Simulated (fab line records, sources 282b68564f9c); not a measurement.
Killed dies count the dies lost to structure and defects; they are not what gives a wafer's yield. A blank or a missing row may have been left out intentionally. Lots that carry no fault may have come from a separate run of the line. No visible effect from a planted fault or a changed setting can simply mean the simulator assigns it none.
fab line records | flow rit-cmos
record: lots: 6 | wafers: 18 | last-day: 7
route steps=202 shown CONTACT@172 M1@184
lots untouched by any fault: they come from a run of this same line in which no faults occurred
start-h: hours from the record's first day to the start of the lot's first wafer shown | wait-h: time in hours since the lot's previous step | " as in the row above | L1.1+2: a row that stands for several wafers | - either no value or no given start | * or withheld: withheld | < > ~ a bound
route shown NAME@n: NAME is a module with steps in the file, n the number in the route of the first one | usual: average and standard deviation across the fault-free wafers | same: alike in all rows | chamber/n: place in a boat | sites: each site's reading | _std_site: the standard deviation of these | _edge_site: outer sites' mean less inner sites' | radius-mm: how far each site lies from the wafer's centre | mask NAME#n: copy n | behind: the tool/chamber that last shaped the wafer | hold: cause of the lot's hold/its duration in hours/its outcome | device: the transistor (n, p or np) that didn't switch | end of line: the route-end tests of the same wafers | where a step has no rows: the recipe by itself | killed: the dies lost at the first sort to structure and to defects; this is not the yield of the wafer | map: per-die view of a wafer (x killed, . not killed, _ where there is no die)
set.NAME: setting as actually run; set.NAME@STEP: the setting as run at that earlier step | model.NAME: the simulator's own value behind a step, which no gauge read
lots seen at some steps along the route; tables by step, rows by wafer
services: from which hour (start-h, from the record's first day; less than 0 if before it) a tool's chamber was out of use, for how many hours, and why
== steps ==
step: RIT_CONTACT_SOFTBAKE_04
recipe: resist: NOVOLAK | temp-c: 90 | time-s: 60
step: RIT_CONTACT_EXPOSE_05
recipe: mask-id: M11 | na: 0.6 | source-shape: conventional | sigma-outer: 0.5 | target-cd-nm: 1000 | dose-mj: 250
step: RIT_CONTACT_PEB_06
recipe: resist: NOVOLAK | temp-c: withheld | time-s: withheld
step: RIT_CONTACT_DEVELOP_07
recipe: resist: NOVOLAK | develop-time-s: 120 | dev-temp-c: 23
step: RIT_CONTACT_CD_MEAS_08
recipe: target-cd-nm: 1000
usual: cd-nm: 1000.8/2
lot.wafer | tool      | chamber | start-h | wait-h | cd-nm
L423.2    | cd-sem-02 | -       | 63.14   | -      | 999.0
L423.3    | "         | -       | "       | "      | 1000.7
L423.4    | "         | -       | "       | "      | 998.2
L431.2    | cd-sem-02 | -       | 102.23  | -      | 1001.7
L431.3    | "         | -       | "       | "      | 999.6
L431.5    | "         | -       | "       | "      | 998.0
L432.1    | cd-sem-02 | -       | 107.44  | -      | 998.9
L432.4    | "         | -       | "       | "      | 997.8
L432.5    | "         | -       | "       | "      | 1000.0
L441.3    | cd-sem-02 | -       | 153.09  | -      | 1005.2
L441.4    | "         | -       | "       | "      | 1001.9
L441.5    | "         | -       | "       | "      | 1003.5
L442.2    | cd-sem-01 | -       | 156.41  | -      | 1000.4
L442.4    | "         | -       | "       | "      | 1001.6
L442.6    | "         | -       | "       | "      | 999.8
L444.4    | cd-sem-02 | -       | 165.93  | -      | 1000.6
L444.5    | "         | -       | "       | "      | 1000.0
L444.6    | "         | -       | "       | "      | 1000.3
step: RIT_CONTACT_OVL_MEAS_09
usual: CONTACT_OVL: 0.1/1.4
lot.wafer | tool       | chamber | start-h | wait-h | CONTACT_OVL[nm]
L423.2    | overlay-02 | -       | 63.24   | 0.1    | 1.5
L423.3    | "          | -       | "       | "      | 1.7
L423.4    | "          | -       | "       | "      | 1.3
L431.2    | overlay-01 | -       | 102.34  | 0.1    | 1.0
L431.3    | "          | -       | "       | "      | 0.4
L431.5    | "          | -       | "       | "      | 1.7
L432.1    | overlay-02 | -       | 107.56  | 0.1    | 1.6
L432.4    | "          | -       | "       | "      | -0.3
L432.5    | "          | -       | "       | "      | 0.4
L441.3    | overlay-02 | -       | 153.18  | 0.1    | -2.4
L441.4    | "          | -       | "       | "      | -2.6
L441.5    | "          | -       | "       | "      | -2.4
L442.2    | overlay-02 | -       | 156.52  | 0.1    | 0.5
L442.4    | "          | -       | "       | "      | -0.4
L442.6    | "          | -       | "       | "      | -1.7
L444.4    | overlay-02 | -       | 166.01  | 0.1    | -0.8
L444.5    | "          | -       | "       | "      | -1.7
L444.6    | "          | -       | "       | "      | -1.1
step: RIT_CONTACT_HARDBAKE_10
recipe: resist: NOVOLAK | temp-c: 140 | time-s: 60
step: RIT_CONTACT_ETCH_11
recipe: target-depth-a: 4800 | over-etch-frac: 0.2 | stop-on: TiSi2 | chemistry: CHF3/CF4/Ar | target: SiO2 | CHF3_flow_sccm: 50 | cf4-flow-sccm: 10 | Ar_flow_sccm: 100 | O2_flow_sccm: 5 | pressure-mtorr: 100 | rf-w: 200 | time-s: 320
usual: drypump-motor-current-A: 5.7/0.3 | oes-product-au: 0.986/0.014 | throttle-valve-pct: 8.91/0.14
same: time-s: 320
lot.wafer | tool        | chamber | start-h | wait-h | drypump-motor-current-A | oes-product-au | rf-hours-counter-h | throttle-valve-pct
L423.2    | rie-diel-01 | 1       | 63.42   | 0.1    | 6.4                     | 1.011          | 163                | 9.03
L423.3    | "           | 3       | "       | "      | 5.7                     | 0.980          | 159                | 8.70
L423.4    | "           | 2       | "       | "      | 5.4                     | 0.968          | -                  | 9.12
L431.2    | rie-diel-01 | 2       | 102.52  | 0.1    | 5.4                     | 0.959          | 63                 | 9.13
L431.3    | "           | 3       | "       | "      | 5.6                     | 0.978          | 160                | 8.72
L431.5    | "           | 0       | "       | "      | 6.0                     | 0.995          | -                  | 8.90
L432.1    | rie-diel-02 | 2       | 107.75  | 0.1    | 5.4                     | 0.991          | 4                  | 8.99
L432.4    | "           | 3       | "       | "      | 6.3                     | 0.975          | 3                  | 8.80
L432.5    | "           | 3       | "       | "      | 6.3                     | 0.971          | -                  | 8.81
L441.3    | rie-diel-01 | 2       | 153.35  | 0.1    | 5.4                     | 0.960          | 64                 | 9.15
L441.4    | "           | 3       | "       | "      | 5.7                     | 0.973          | 0                  | 8.73
L441.5    | "           | 2       | "       | "      | 5.4                     | 0.967          | -                  | 9.14
L442.2    | rie-diel-02 | 3       | 156.79  | 0.1    | 6.3                     | 0.974          | 4                  | 8.81
L442.4    | "           | 2       | "       | "      | 5.4                     | 0.998          | 5                  | 8.99
L442.6    | "           | 3       | "       | "      | 6.3                     | 0.972          | -                  | 8.80
L444.4    | rie-diel-01 | 0       | 166.18  | 0.1    | 5.9                     | 0.989          | 7                  | 8.90
L444.5    | "           | 3       | "       | "      | 5.6                     | 0.979          | -                  | 8.70
L444.6    | "           | 0       | "       | "      | 6.0                     | 0.990          | -                  | 8.89
step: RIT_CONTACT_STRIP_12
recipe: chemistry: O2 | time-s: 180 | resist: NOVOLAK | platen-temp-c: withheld | power-w: 500 | pressure-mtorr: 4000 | o2-flow-sccm: 4000
usual: drypump-motor-current-A: 5.6/0.49
same: time-s: 180
lot.wafer | tool            | chamber | start-h | wait-h | drypump-motor-current-A | rf-hours-counter-h
L423.2    | plasma-asher-04 | 0       | 63.62   | 0.1    | 5.5                     | 24
L423.3    | "               | 0       | "       | "      | 5.5                     | -
L423.4    | "               | 1       | "       | "      | 6.2                     | -
L431.2    | plasma-asher-03 | 0       | 102.71  | 0.1    | 4.7                     | 47
L431.3    | "               | 1       | "       | "      | 6.2                     | -
L431.5    | "               | 1       | "       | "      | 6.1                     | -
L432.1    | plasma-asher-03 | 0       | 107.94  | 0.1    | 4.7                     | 48
L432.4    | "               | 0       | "       | "      | 4.8                     | -
L432.5    | "               | 1       | "       | "      | 6.1                     | -
L441.3    | plasma-asher-02 | 0       | 153.61  | 0.2    | 5.5                     | -
L441.4    | "               | 1       | "       | "      | 5.9                     | -
L441.5    | "               | 0       | "       | "      | 5.5                     | -
L442.2    | plasma-asher-02 | 1       | 156.98  | 0.1    | 5.9                     | 53
L442.4    | "               | 0       | "       | "      | 5.5                     | -
L442.6    | "               | 0       | "       | "      | 5.5                     | -
L444.4    | plasma-asher-04 | 1       | 166.43  | 0.2    | 6.1                     | -
L444.5    | "               | 1       | "       | "      | 6.1                     | -
L444.6    | "               | 0       | "       | "      | 5.5                     | -
step: RIT_CONTACT_CD_MEAS_90
recipe: target-cd-nm: 1000
usual: cd-nm: 1000.9/2.2
lot.wafer | tool      | chamber | start-h | wait-h | cd-nm
L423.2    | cd-sem-01 | -       | 63.81   | 0.1    | 998.8
L423.3    | "         | -       | "       | "      | 1000.6
L423.4    | "         | -       | "       | "      | 999.3
L431.2    | cd-sem-02 | -       | 102.91  | 0.1    | 1001.5
L431.3    | "         | -       | "       | "      | 1000.1
L431.5    | "         | -       | "       | "      | 998.2
L432.1    | cd-sem-02 | -       | 108.12  | 0.1    | 998.7
L432.4    | "         | -       | "       | "      | 997.8
L432.5    | "         | -       | "       | "      | 1000.1
L441.3    | cd-sem-01 | -       | 153.76  | 0.1    | 1005.1
L441.4    | "         | -       | "       | "      | 1001.9
L441.5    | "         | -       | "       | "      | 1003.9
L442.2    | cd-sem-01 | -       | 157.18  | 0.1    | 1000.7
L442.4    | "         | -       | "       | "      | 1000.9
L442.6    | "         | -       | "       | "      | 1000.1
L444.4    | cd-sem-01 | -       | 166.61  | 0.1    | 1000.0
L444.5    | "         | -       | "       | "      | 998.9
L444.6    | "         | -       | "       | "      | 999.8
step: RIT_CONTACT_CLEAN_13
recipe: chemistry: SC1 | mix: 3:3:50 | time-s: 600 | temp-c: 75
step: RIT_CONTACT_CLEAN_14
recipe: chemistry: SC2 | mix: 3:3:50 | time-s: 600 | temp-c: 75 | dry: n2-spin
step: RIT_M1_SPUTTER_00
recipe: material: Al | target-thk-nm: 400 | power-w: 2000 | chamber-pressure-pa: 0.4 | gas: Ar | time-s: 500 | substrate-temp-c: 25
usual: throttle-valve-pct: 30.2/0.92
lot.wafer | tool           | chamber | start-h | wait-h | throttle-valve-pct | model.Al_of_M1_SPUTTER_00.thk-nm
L423.2    | pvd-sputter-03 | -       | 64.28   | 0.0    | 30.2               | 397.6
L423.3    | "              | -       | "       | "      | 28.5               | 398.3
L423.4    | "              | -       | "       | "      | 30.4               | 393.6
L431.2    | pvd-sputter-02 | -       | 103.36  | 0.0    | 30.2               | 404
L431.3    | "              | -       | "       | "      | 31.0               | 398.5
L431.5    | "              | -       | "       | "      | 31.7               | 392.8
L432.1    | pvd-sputter-03 | -       | 108.59  | 0.0    | 28.4               | 397.7
L432.4    | "              | -       | "       | "      | 30.0               | 393.7
L432.5    | "              | -       | "       | "      | 29.7               | 391.4
L441.3    | pvd-sputter-03 | -       | 154.21  | 0.0    | 30.0               | 397.9
L441.4    | "              | -       | "       | "      | 30.5               | 395.1
L441.5    | "              | -       | "       | "      | 28.2               | 397.1
L442.2    | pvd-sputter-02 | -       | 157.63  | 0.0    | 31.8               | 419.6
L442.4    | "              | -       | "       | "      | 31.2               | 394.6
L442.6    | "              | -       | "       | "      | 29.6               | 394.3
L444.4    | pvd-sputter-02 | -       | 167.37  | 0.0    | 31.1               | 401.9
L444.5    | "              | -       | "       | "      | 30.1               | 408.2
L444.6    | "              | -       | "       | "      | 31.5               | 425.9
step: RIT_M1_RS_MEAS_01
recipe: thk-meas-gauge: four-point-probe | reads: Al_of_M1_SPUTTER_00
usual: M1_AL_RS: 0.0736/0.00087
lot.wafer | tool          | chamber | start-h | wait-h | M1_AL_RS[ohm/sq]
L423.2    | film-metro-02 | -       | 64.59   | 0.2    | 0.0739
L423.3    | "             | -       | "       | "      | 0.0737
L423.4    | "             | -       | "       | "      | 0.0747
L431.2    | film-metro-02 | -       | 103.67  | 0.2    | 0.0727
L431.3    | "             | -       | "       | "      | 0.0736
L431.5    | "             | -       | "       | "      | 0.0747
L432.1    | film-metro-02 | -       | 108.88  | 0.1    | 0.0739
L432.4    | "             | -       | "       | "      | 0.0747
L432.5    | "             | -       | "       | "      | 0.0751
L441.3    | film-metro-01 | -       | 154.54  | 0.2    | 0.0738
L441.4    | "             | -       | "       | "      | 0.0743
L441.5    | "             | -       | "       | "      | 0.0740
L442.2    | film-metro-02 | -       | 157.94  | 0.2    | 0.0699
L442.4    | "             | -       | "       | "      | 0.0745
L442.6    | "             | -       | "       | "      | 0.0746
L444.4    | film-metro-02 | -       | 167.72  | 0.2    | 0.0732
L444.5    | "             | -       | "       | "      | 0.0719
L444.6    | "             | -       | "       | "      | 0.0689
step: RIT_M1_THK_MEAS_02
recipe: thk-meas-gauge: xrf | reads: Al_of_M1_SPUTTER_00
usual: M1_AL_THK: 396/6.7
lot.wafer | tool          | chamber | start-h | wait-h | M1_AL_THK[nm]
L423.2    | film-metro-02 | -       | 64.70   | 0.1    | 394
L423.3    | "             | -       | "       | "      | 393
L423.4    | "             | -       | "       | "      | 390
L431.2    | film-metro-02 | -       | 103.78  | 0.1    | 398
L431.3    | "             | -       | "       | "      | 394
L431.5    | "             | -       | "       | "      | 386
L432.1    | film-metro-02 | -       | 109.00  | 0.1    | 391
L432.4    | "             | -       | "       | "      | 385
L432.5    | "             | -       | "       | "      | 384
L441.3    | film-metro-01 | -       | 154.64  | 0.1    | 399
L441.4    | "             | -       | "       | "      | 396
L441.5    | "             | -       | "       | "      | 396
L442.2    | film-metro-02 | -       | 158.05  | 0.1    | 411
L442.4    | "             | -       | "       | "      | 388
L442.6    | "             | -       | "       | "      | 388
L444.4    | film-metro-02 | -       | 167.81  | 0.1    | 395
L444.5    | "             | -       | "       | "      | 403
L444.6    | "             | -       | "       | "      | 421
step: RIT_M1_HMDS_03
recipe: prime-time-s: 60 | prime-temp-c: 140
step: RIT_M1_COAT_04
recipe: resist: NOVOLAK | spin-rpm: 2000 | resist-thk-nm: 1312
step: RIT_M1_SOFTBAKE_05
recipe: resist: NOVOLAK | temp-c: 90 | time-s: 60
step: RIT_M1_EXPOSE_06
recipe: mask-id: M12 | na: 0.6 | source-shape: conventional | sigma-outer: 0.5 | target-cd-nm: 2600 | dose-mj: 250
step: RIT_M1_PEB_07
recipe: resist: NOVOLAK | temp-c: withheld | time-s: withheld
step: RIT_M1_DEVELOP_08
recipe: resist: NOVOLAK | develop-time-s: 68 | dev-temp-c: 23
step: RIT_M1_CD_MEAS_09
recipe: target-cd-nm: 2600
usual: cd-nm: 2599.8/1.9
lot.wafer | tool      | chamber | start-h | wait-h | cd-nm
L423.2    | cd-sem-02 | -       | 65.65   | -      | 2596.2
L423.3    | "         | -       | "       | "      | 2597.1
L423.4    | "         | -       | "       | "      | 2597.8
L431.2    | cd-sem-01 | -       | 104.73  | -      | 2600.6
L431.3    | "         | -       | "       | "      | 2598.9
L431.5    | "         | -       | "       | "      | 2600.6
L432.1    | cd-sem-01 | -       | 110.07  | -      | 2599.8
L432.4    | "         | -       | "       | "      | 2600.0
L432.5    | "         | -       | "       | "      | 2598.6
L441.3    | cd-sem-02 | -       | 155.73  | -      | 2601.9
L441.4    | "         | -       | "       | "      | 2603.8
L441.5    | "         | -       | "       | "      | 2600.5
L442.2    | cd-sem-01 | -       | 159.13  | -      | 2600.2
L442.4    | "         | -       | "       | "      | 2596.3
L442.6    | "         | -       | "       | "      | 2598.1
L444.4    | cd-sem-02 | -       | 168.91  | -      | 2603.6
L444.5    | "         | -       | "       | "      | 2600.3
L444.6    | "         | -       | "       | "      | 2602.2
step: RIT_M1_OVL_MEAS_10
usual: M1_OVL: -0.3/1.8
lot.wafer | tool       | chamber | start-h | wait-h | M1_OVL[nm]
L423.2    | overlay-02 | -       | 65.76   | 0.1    | 2.9
L423.3    | "          | -       | "       | "      | 1.3
L423.4    | "          | -       | "       | "      | 2.5
L431.2    | overlay-02 | -       | 104.84  | 0.1    | -1.6
L431.3    | "          | -       | "       | "      | -1.7
L431.5    | "          | -       | "       | "      | -1.7
L432.1    | overlay-01 | -       | 110.19  | 0.1    | 1.0
L432.4    | "          | -       | "       | "      | 0.2
L432.5    | "          | -       | "       | "      | 0.5
L441.3    | overlay-01 | -       | 155.82  | 0.1    | 0.3
L441.4    | "          | -       | "       | "      | 3.4
L441.5    | "          | -       | "       | "      | -0.1
L442.2    | overlay-01 | -       | 159.23  | 0.1    | -0.5
L442.4    | "          | -       | "       | "      | -1.9
L442.6    | "          | -       | "       | "      | -1.1
L444.4    | overlay-01 | -       | 168.99  | 0.1    | -1.0
L444.5    | "          | -       | "       | "      | -0.6
L444.6    | "          | -       | "       | "      | 0.1
step: RIT_M1_HARDBAKE_11
recipe: resist: NOVOLAK | temp-c: 140 | time-s: 120
step: RIT_M1_METAL_ETCH_12
recipe: stop-on: SiO2 | chemistry: Cl2/BCl3 | target: Al | time-s: 165 | over-etch-frac: 0.5 | pressure-mtorr: 100 | target-depth-a: 6000 | rf-w: 250 | Cl2_flow_sccm: 60 | bcl3-flow-sccm: 50
usual: bcl3-flow-sccm: 50.00/0.14 | drypump-motor-current-A: 5.82/0.29 | oes-product-au: 0.779/0.013 | throttle-valve-pct: 8.27/0.17
same: time-s: 165
lot.wafer | tool         | chamber | start-h | wait-h | bcl3-flow-sccm | drypump-motor-current-A | oes-product-au | rf-hours-counter-h | throttle-valve-pct
L423.2    | rie-metal-04 | 0       | 66.04   | 0.2    | 49.89          | 5.98                    | 0.751          | 2.3                | 7.99
L423.3    | "            | 0       | "       | "      | 49.84          | 5.98                    | 0.750          | -                  | 7.98
L423.4    | "            | 1       | "       | "      | 50.25          | 5.91                    | 0.771          | -                  | 8.51
L431.2    | rie-metal-04 | 0       | 105.12  | 0.2    | 49.72          | 6.00                    | 0.768          | 2.9                | 7.97
L431.3    | "            | 0       | "       | "      | 49.72          | 6.00                    | 0.752          | -                  | 7.97
L431.5    | "            | 1       | "       | "      | 49.94          | 5.91                    | 0.774          | -                  | 8.50
L432.1    | rie-metal-03 | 1       | 110.47  | 0.2    | 50.18          | 6.10                    | 0.778          | 1.1                | 8.18
L432.4    | "            | 0       | "       | "      | 49.95          | 5.53                    | 0.793          | -                  | 8.42
L432.5    | "            | 1       | "       | "      | 50.07          | 6.14                    | 0.765          | -                  | 8.18
L441.3    | rie-metal-03 | 1       | 156.15  | 0.2    | 50.25          | 6.10                    | 0.775          | -                  | 8.18
L441.4    | "            | 0       | "       | "      | 50.35          | 5.52                    | 0.793          | -                  | 8.43
L441.5    | "            | 1       | "       | "      | 50.28          | 6.09                    | 0.774          | -                  | 8.18
L442.2    | rie-metal-02 | 1       | 159.51  | 0.2    | 50.07          | 5.34                    | 0.804          | 5.4                | 8.33
L442.4    | "            | 0       | "       | "      | 49.88          | 6.07                    | 0.774          | -                  | 8.22
L442.6    | "            | 1       | "       | "      | 49.94          | 5.34                    | 0.782          | -                  | 8.34
L444.4    | rie-metal-03 | 0       | 169.31  | 0.1    | 50.04          | 5.59                    | 0.786          | -                  | 8.41
L444.5    | "            | 1       | "       | "      | 49.99          | 6.09                    | 0.787          | -                  | 8.16
L444.6    | "            | 0       | "       | "      | 50.06          | 5.56                    | 0.832          | -                  | 8.42
step: RIT_M1_STRIP_13
recipe: chemistry: nmp | resist: NOVOLAK | temp-c: 80 | time-s: 600 | dry: n2-spin
step: RIT_M1_PROBE_99
usual: defect-limited-yield: 97.5/1.1 | killed-at-contacts: 0.0/0.22 | killed-at-front-end: 6.5/3 | killed-dies: 6.6/3 | killed-open: 3.4/2.2 | killed-short: 3.3/1.7 | sort_bin_5_function: 1.4/0.73 | sort_bin_6_memory: 1.0/0.64 | sort-n-pass: 257.4/3 | sort-yield-pct: 97.5/1.1
same: gross-dies: 264 | killed_at_M0_to_M3: 0 | killed_at_M4_up: 0 | killed-at-back-side: 0 | killed-at-other: 0 | sort_bin_3_pad_short[%]: 0
lot.wafer | tool      | chamber | start-h | wait-h | defect-limited-yield[%] | killed-at-contacts | killed-at-front-end | killed-dies | killed-open | killed-short | sort_bin_5_function[%] | sort_bin_6_memory[%] | sort-n-pass | sort-yield-pct[%] | model.etest.m1.rs-ohm-sq
L423.2    | prober-01 | -       | 68.57   | 0.1    | 94.3                    | 0                  | 15                  | 15          | 10          | 5            | 3.4                    | 2.3                  | 249.0       | 94.3              | 0.0728
L423.3    | prober-01 | -       | 68.62   | 0.2    | 96.2                    | 0                  | 10                  | 10          | 7           | 3            | 2.3                    | 1.5                  | 254.0       | 96.2              | 0.0733
L423.4    | prober-01 | -       | 68.67   | 0.2    | 97.3                    | 0                  | 7                   | 7           | 3           | 4            | 1.5                    | 1.1                  | 257.0       | 97.3              | 0.07415
L431.2    | prober-01 | -       | 107.42  | 0.1    | 98.5                    | 0                  | 4                   | 4           | 2           | 2            | 0.4                    | 1.1                  | 260.0       | 98.5              | 0.07144
L431.3    | prober-01 | -       | 107.47  | 0.2    | 98.5                    | 0                  | 4                   | 4           | 3           | 1            | 1.1                    | 0.4                  | 260.0       | 98.5              | 0.07237
L431.5    | prober-01 | -       | 107.57  | 0.2    | 97.3                    | 0                  | 7                   | 7           | 3           | 4            | 1.1                    | 1.5                  | 257.0       | 97.3              | 0.07345
L432.1    | prober-02 | -       | 112.80  | 0.1    | 97.3                    | 0                  | 7                   | 7           | 1           | 6            | 1.5                    | 1.1                  | 257.0       | 97.3              | 0.07309
L432.4    | prober-02 | -       | 112.95  | 0.2    | 97.7                    | 0                  | 6                   | 6           | 3           | 3            | 0.8                    | 1.5                  | 258.0       | 97.7              | 0.07387
L432.5    | prober-02 | -       | 113.00  | 0.2    | 97.3                    | 0                  | 7                   | 7           | 2           | 5            | 1.9                    | 0.8                  | 257.0       | 97.3              | 0.07407
L441.3    | prober-01 | -       | 158.54  | 0.2    | 97.0                    | 1                  | 7                   | 8           | 3           | 5            | 1.9                    | 1.1                  | 256.0       | 97.0              | 0.07325
L441.4    | prober-01 | -       | 158.59  | 0.2    | 98.1                    | 0                  | 5                   | 5           | 5           | 0            | 1.5                    | 0.4                  | 259.0       | 98.1              | 0.07342
L441.5    | prober-01 | -       | 158.64  | 0.2    | 95.8                    | 0                  | 11                  | 11          | 7           | 4            | 3.0                    | 1.1                  | 253.0       | 95.8              | 0.07333
L442.2    | prober-02 | -       | 162.90  | 0.1    | 96.6                    | 0                  | 9                   | 9           | 4           | 5            | 1.9                    | 1.5                  | 255.0       | 96.6              | 0.06953
L442.4    | prober-02 | -       | 163.00  | 0.2    | 96.6                    | 0                  | 9                   | 9           | 5           | 4            | 1.9                    | 1.5                  | 255.0       | 96.6              | 0.07358
L442.6    | prober-02 | -       | 163.10  | 0.2    | 98.1                    | 1                  | 4                   | 5           | 2           | 3            | 1.5                    | 0.4                  | 259.0       | 98.1              | 0.07325
L444.4    | prober-02 | -       | 171.66  | 0.2    | 97.3                    | 0                  | 7                   | 7           | 5           | 2            | 2.3                    | 0.4                  | 257.0       | 97.3              | 0.07185
L444.5    | prober-02 | -       | 171.71  | 0.2    | 97.0                    | 0                  | 8                   | 8           | 2           | 6            | 1.9                    | 1.1                  | 256.0       | 97.0              | 0.07106
L444.6    | prober-02 | -       | 171.76  | 0.2    | 97.3                    | 0                  | 7                   | 7           | 3           | 4            | 1.1                    | 1.5                  | 257.0       | 97.3              | 0.06765
killed by level:class
L423.2 FOX1:geometric-particle:open=2 FOX2:geometric-particle:open=2 GATE:geometric-particle:short=2 SPACER:geometric-particle:open=2 SILICIDE:geometric-particle:open=2 FOX2:geometric-particle:short=1 GATE:geometric-particle:open=1 REOX:geometric-particle:open=1
L423.3 GATE:geometric-particle:open=4 FOX2:geometric-particle:open=2 FOX1:geometric-particle:open=1 FOX2:geometric-particle:short=1 GATE:geometric-particle:short=1 SPACER:geometric-particle:short=1
L423.4 GATE:geometric-particle:open=2 FOX2:geometric-particle:short=1 GATE:geometric-particle:short=1 SPACER:geometric-particle:short=1 SILICIDE:geometric-particle:short=1 SILICIDE:geometric-particle:open=1
L431.2 GATE:geometric-particle:open=1 GATE:geometric-particle:short=1 REOX:geometric-particle:short=1 SPACER:geometric-particle:open=1
L431.3 GATE:geometric-particle:open=1 REOX:geometric-particle:open=1 SPACER:geometric-particle:open=1 SILICIDE:geometric-particle:short=1
L431.5 FOX1:geometric-particle:open=2 GATE:geometric-particle:short=2 FOX1:geometric-particle:short=1 REOX:geometric-particle:short=1 SPACER:geometric-particle:open=1
L432.1 GATE:geometric-particle:short=3 FOX2:geometric-particle:short=1 REOX:geometric-particle:short=1 SPACER:geometric-particle:short=1 SPACER:geometric-particle:open=1
L432.4 SPACER:geometric-particle:open=2 FOX1:geometric-particle:open=1 FOX1:geometric-particle:short=1 GATE:geometric-particle:short=1 SPACER:geometric-particle:short=1
L432.5 GATE:geometric-particle:short=2 SPACER:geometric-particle:short=2 FOX1:geometric-particle:short=1 GATE:geometric-particle:open=1 SPACER:geometric-particle:open=1
L441.3 GATE:geometric-particle:short=3 FOX2:geometric-particle:open=1 GATE:geometric-particle:open=1 SPACER:geometric-particle:short=1 SILICIDE:geometric-particle:open=1 CONTACT:geometric-particle:short=1
L441.4 REOX:geometric-particle:open=3 SILICIDE:geometric-particle:open=2
L441.5 GATE:geometric-particle:open=2 REOX:geometric-particle:open=2 SILICIDE:geometric-particle:open=2 FOX2:geometric-particle:short=1 GATE:geometric-particle:short=1 SPACER:geometric-particle:open=1 SPACER:geometric-particle:short=1 SILICIDE:geometric-particle:short=1
L442.2 FOX1:geometric-particle:short=2 GATE:geometric-particle:short=2 FOX1:geometric-particle:open=1 GATE:geometric-particle:open=1 REOX:geometric-particle:open=1 SPACER:geometric-particle:short=1 SPACER:geometric-particle:open=1
L442.4 GATE:geometric-particle:short=4 FOX1:geometric-particle:open=2 FOX2:geometric-particle:open=2 REOX:geometric-particle:open=1
L442.6 FOX2:geometric-particle:open=1 SPACER:geometric-particle:short=1 SILICIDE:geometric-particle:open=1 SILICIDE:geometric-particle:short=1 CONTACT:geometric-particle:short=1
L444.4 FOX2:geometric-particle:open=2 FOX1:geometric-particle:open=1 FOX2:geometric-particle:short=1 GATE:geometric-particle:open=1 GATE:geometric-particle:short=1 REOX:geometric-particle:open=1
L444.5 GATE:geometric-particle:short=4 FOX2:geometric-particle:short=1 FOX2:geometric-particle:open=1 REOX:geometric-particle:open=1 SPACER:geometric-particle:short=1
L444.6 GATE:geometric-particle:open=2 SILICIDE:geometric-particle:short=2 FOX1:geometric-particle:open=1 FOX2:geometric-particle:short=1 GATE:geometric-particle:short=1
== services ==
tool         | chamber | start-h | hours | kind
rie-diel-02  | 3       | 42.94   | 12.6  | repair
rie-diel-01  | 0       | 59.10   | 5.6   | repair
rie-metal-03 | -       | 76.06   | 1.4   | pm
rie-diel-02  | 3       | 76.76   | 2.7   | repair
rie-diel-01  | -       | 76.79   | 0.7   | repair
rie-diel-01  | 1       | 80.48   | -     | clean
rie-diel-01  | 1       | 80.48   | 23.1  | scheduled-down
rie-diel-01  | 1       | 80.48   | 23.1  | vent-cycle
rie-diel-01  | 3       | 103.58  | -     | clean
rie-diel-01  | 3       | 103.58  | 15.2  | scheduled-down
rie-diel-01  | 3       | 103.58  | 15.2  | vent-cycle
rie-metal-02 | -       | 126.32  | 2.8   | pm
rie-metal-02 | -       | 134.34  | 8.8   | repair
rie-metal-03 | -       | 166.26  | 0.2   | repair
== key ==
first-sign: step: RIT_M1_RS_MEAS_01 | reading: M1_AL_RS | direction: down | sigmas: 4.8 | usual: 0.0736 | struck: 0.0694
effect: step: RIT_M1_THK_MEAS_02 | reading: M1_AL_THK | direction: up | sigmas: 3 | usual: 396 | struck: 416
effect: step: RIT_M1_METAL_ETCH_12 | reading: oes-product-au | direction: up | sigmas: 3 | usual: 0.779 | struck: 0.818
model-effect: step: RIT_M1_SPUTTER_00 | value: Al_of_M1_SPUTTER_00.thk-nm | without: 395.8 | struck: 422.7
model-effect: step: RIT_M1_PROBE_99 | value: etest.m1.rs-ohm-sq | without: 0.07326 | struck: 0.06859
met-at RIT_M1_SPUTTER_00
struck-wafers L442.2,L444.6
onset-between 103.36 157.63
fault: kind: process-parameter-drift | tool: pvd-sputter-02 | chamber: - | onset-h: 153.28 | steps: RIT_M1_SPUTTER_00 | channel: target-thk-nm | offset: 26.906 | shape: step | end-h: 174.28 | stated: 400 | scope: struck-wafers-only
